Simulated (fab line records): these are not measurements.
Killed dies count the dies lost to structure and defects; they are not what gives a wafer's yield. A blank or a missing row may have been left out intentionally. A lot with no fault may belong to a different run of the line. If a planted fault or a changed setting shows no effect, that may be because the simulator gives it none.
Split-lot study -- flow berkeleyCmos170 -- route with 331 steps; 5 lots, 23 wafers read

== SPLIT DETAILS ==
At UCB170_GATE_COAT_07 (resist thk 900 nm), the setting spinRpm was moved away from the recipe's 1500 rpm on 9 of the 23 wafers read, by +3.1% to +6.0%. For the rest of the wafers, this setting stayed at what the recipe calls for.

Reading taken at the split's own step.

== THE READING ==
KrF_of_GATE_COAT_07.thkNm (the simulator's own value, which no gauge read), in nm, at UCB170_GATE_COAT_07 (resist thk 900 nm). There is no usual value for it anywhere in the file. Here, 14 wafers ran the recipe; their average is 900.9 nm with a standard deviation of 2.2 nm.

wafer,"tool, chamber at the split","spinRpm as run, rpm",against the recipe,"KrF_of_GATE_COAT_07.thkNm, nm",against lot-mates on the recipe
L076.1,"lithoTrack-04, 0",1563,+4.2%,884.5,-16.5
L076.2,"lithoTrack-04, 0",1500,recipe,899.7,-
L076.3,"lithoTrack-04, 0",1563,+4.2%,884.7,-16.3
L076.4,"lithoTrack-04, 0",1500,recipe,902.3,-
L076.6,"lithoTrack-04, 0",1563,+4.2%,882.7,-18.3
L079.2,"lithoTrack-03, 0",1590,+6.0%,874.5,-26.0
L079.3,"lithoTrack-03, 0",1500,recipe,899,-
L079.4,"lithoTrack-03, 0",1590,+6.0%,874.2,-26.3
L079.5,"lithoTrack-03, 0",1590,+6.0%,874.3,-26.2
L079.6,"lithoTrack-03, 0",1500,recipe,902,-
L080.2,"lithoTrack-01, 0",1500,recipe,903.1,-
L080.3,"lithoTrack-01, 0",1500,recipe,899.3,-
L080.4,"lithoTrack-01, 0",1500,recipe,905.2,-
L082.2,"lithoTrack-01, 0",1547,+3.1%,885.3,-18.2
L082.3,"lithoTrack-01, 0",1547,+3.1%,887,-16.5
L082.4,"lithoTrack-01, 0",1547,+3.1%,887.8,-15.7
L082.5,"lithoTrack-01, 0",1500,recipe,904.6,-
L082.6,"lithoTrack-01, 0",1500,recipe,902.3,-
L085.1,"lithoTrack-01, 0",1500,recipe,898.4,-
L085.2,"lithoTrack-01, 0",1500,recipe,899.7,-
L085.4,"lithoTrack-01, 0",1500,recipe,900.2,-
L085.5,"lithoTrack-01, 0",1500,recipe,898.1,-
L085.6,"lithoTrack-01, 0",1500,recipe,899.1,-

FIT RESULTS
A straight line over all 23 wafers: KrF_of_GATE_COAT_07.thkNm changes by -4.34 nm for each +1% of spinRpm; r = -0.98; the points scatter about the line by 2 nm.
The same after taking each lot's own level away (the mean of its wafers on the recipe; 23 wafers): -4.39 nm for each +1%; r = -0.99; scatter 1.8 nm.
Per that fit: largest spinRpm move, reading shift of 26 nm.
Measured against the standard deviation above, the lots' own levels, which go from 899.10 to 903.45 nm, span 2.0 times it.
The two slopes agree, so the slope changes little with the lot-to-lot level.
Check: -26.6 nm against its lot-mates is what the line predicts for one of the wafers moved furthest among these (+6.0%) when that wafer is left out of the fit. It came out at -26 nm against them.

== THE OTHER SPLITS THESE WAFERS WENT THROUGH ==
Note: prior to the reading, these wafers also went through further splits. Each is held against what the fit with the lots' levels taken away leaves over:
other split on the same wafers,wafers away from the commonest value,r with KrF_of_GATE_COAT_07.thkNm (lot level and that fit taken away)
UCB170_START_OXIDATION_02 tempC,10,-0.30
UCB170_NWELL_OXIDATION_01 tempC,10,+0.46
UCB170_NWELL_IMPLANT_14 energyKev,9,-0.18
UCB170_PWELL_CVD_05 pressureMtorr,18,+0.16
UCB170_WELLDRIVE_OXIDATION_01 oxTimeS,15,-0.23
UCB170_SCREENOX_OXIDATION_01 tempC,18,-0.12
UCB170_PVT_STRIP_08 o2FlowSccm,10,-0.12

== THE FILE'S OWN FIT ==
KrF_of_GATE_COAT_07.thkNm changes by -4.43 nm for each +1% of spinRpm, r = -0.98.
